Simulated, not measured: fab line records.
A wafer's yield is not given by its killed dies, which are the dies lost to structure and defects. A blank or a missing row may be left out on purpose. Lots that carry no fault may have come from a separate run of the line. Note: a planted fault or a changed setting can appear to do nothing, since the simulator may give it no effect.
Lot-split experiment | flow ritCmos | route with 202 steps; 5 lots, 23 wafers read

## ABOUT THE SPLIT
At RIT_ACTIVE_ETCH_13 (etches Si3N4 in SF6, stops on SiO2, time 210 s, target depth 210 nm), the setting overEtchFrac was moved away from the recipe's 0.4 on 9 of the 23 wafers read, by -25.9% to +12.4%. The other wafers ran this setting at the recipe's value.

The reading comes from the split's own step.

## THE READING
NOVOLAK_of_ACTIVE_COAT_06.thkNm (the simulator's own value, which no gauge read), in nm, at RIT_ACTIVE_ETCH_13 (etches Si3N4 in SF6, stops on SiO2, time 210 s, target depth 210 nm). There is no usual value for it anywhere in the file. Across the 14 wafers here that went through the recipe, the average is 645.8 nm and the standard deviation 3.6 nm.

wafer  | tool, chamber at the split | overEtchFrac as run | against the recipe | NOVOLAK_of_ACTIVE_COAT_06.thkNm, nm | against lot-mates on the recipe
L076.1 | rieDiel-04, 3              | 0.4                 | recipe             | 650.3                               | -
L076.3 | rieDiel-04, 2              | 0.4                 | recipe             | 647.7                               | -
L076.6 | rieDiel-04, 1              | 0.4                 | recipe             | 644.1                               | -
L077.1 | rieDiel-03, 0              | 0.4496              | +12.4%             | 640.6                               | -9.2
L077.2 | rieDiel-03, 1              | 0.4                 | recipe             | 649.9                               | -
L077.3 | rieDiel-03, 2              | 0.4496              | +12.4%             | 639                                 | -10.8
L077.5 | rieDiel-03, 1              | 0.4                 | recipe             | 649.8                               | -
L077.6 | rieDiel-03, 2              | 0.4496              | +12.4%             | 637                                 | -12.8
L081.1 | rieDiel-02, 1              | 0.3268              | -18.3%             | 661.4                               | +17.7
L081.2 | rieDiel-02, 2              | 0.3268              | -18.3%             | 659.6                               | +15.9
L081.3 | rieDiel-02, 3              | 0.4                 | recipe             | 642.9                               | -
L081.4 | rieDiel-02, 0              | 0.3268              | -18.3%             | 663.3                               | +19.6
L081.6 | rieDiel-02, 3              | 0.4                 | recipe             | 644.5                               | -
L082.2 | rieDiel-03, 2              | 0.4                 | recipe             | 644.5                               | -
L082.3 | rieDiel-03, 0              | 0.4                 | recipe             | 643.2                               | -
L082.4 | rieDiel-03, 3              | 0.4                 | recipe             | 652.9                               | -
L082.5 | rieDiel-03, 1              | 0.4                 | recipe             | 645.3                               | -
L082.6 | rieDiel-03, 2              | 0.4                 | recipe             | 643.3                               | -
L085.1 | rieDiel-03, 1              | 0.2963              | -25.9%             | 661.4                               | +20.2
L085.3 | rieDiel-03, 2              | 0.4                 | recipe             | 641.6                               | -
L085.4 | rieDiel-03, 3              | 0.2963              | -25.9%             | 662.9                               | +21.7
L085.5 | rieDiel-03, 3              | 0.2963              | -25.9%             | 658.7                               | +17.5
L085.6 | rieDiel-03, 0              | 0.4                 | recipe             | 640.7                               | -

FIT RESULTS
A straight line over all 23 wafers: NOVOLAK_of_ACTIVE_COAT_06.thkNm changes by -0.649 nm for each +1% of overEtchFrac; r = -0.92; the points scatter about the line by 3.5 nm.
The same after taking each lot's own level away (the mean of its wafers on the recipe; 23 wafers): -0.841 nm for each +1%; r = -0.97; scatter 2.6 nm.
Per that fit: largest overEtchFrac move, reading shift of 22 nm.
The lots' own levels span 641.15 to 649.85 nm, that is 2.4 times the standard deviation above.
Thus the slope moves with the lot-to-lot level: the two fits are different.
Check: +22.2 nm against its lot-mates is what the line predicts for one of the wafers moved furthest among these (-25.9%) when that wafer is left out of the fit. Against them it came out at +20.2 nm.

## THE OTHER SPLITS THESE WAFERS WENT THROUGH
These wafers also went through other splits before the reading. Each is held against what the fit with the lots' levels taken away leaves over:
other split on the same wafers  | wafers away from the commonest value | r with NOVOLAK_of_ACTIVE_COAT_06.thkNm (lot level and that fit taken away)
RIT_ACTIVE_OXIDATION_01 oxTimeS | 15                                   | +0.22

## THE FILE'S OWN FIT
NOVOLAK_of_ACTIVE_COAT_06.thkNm changes by -0.841 nm for each +1% of overEtchFrac, r = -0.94.
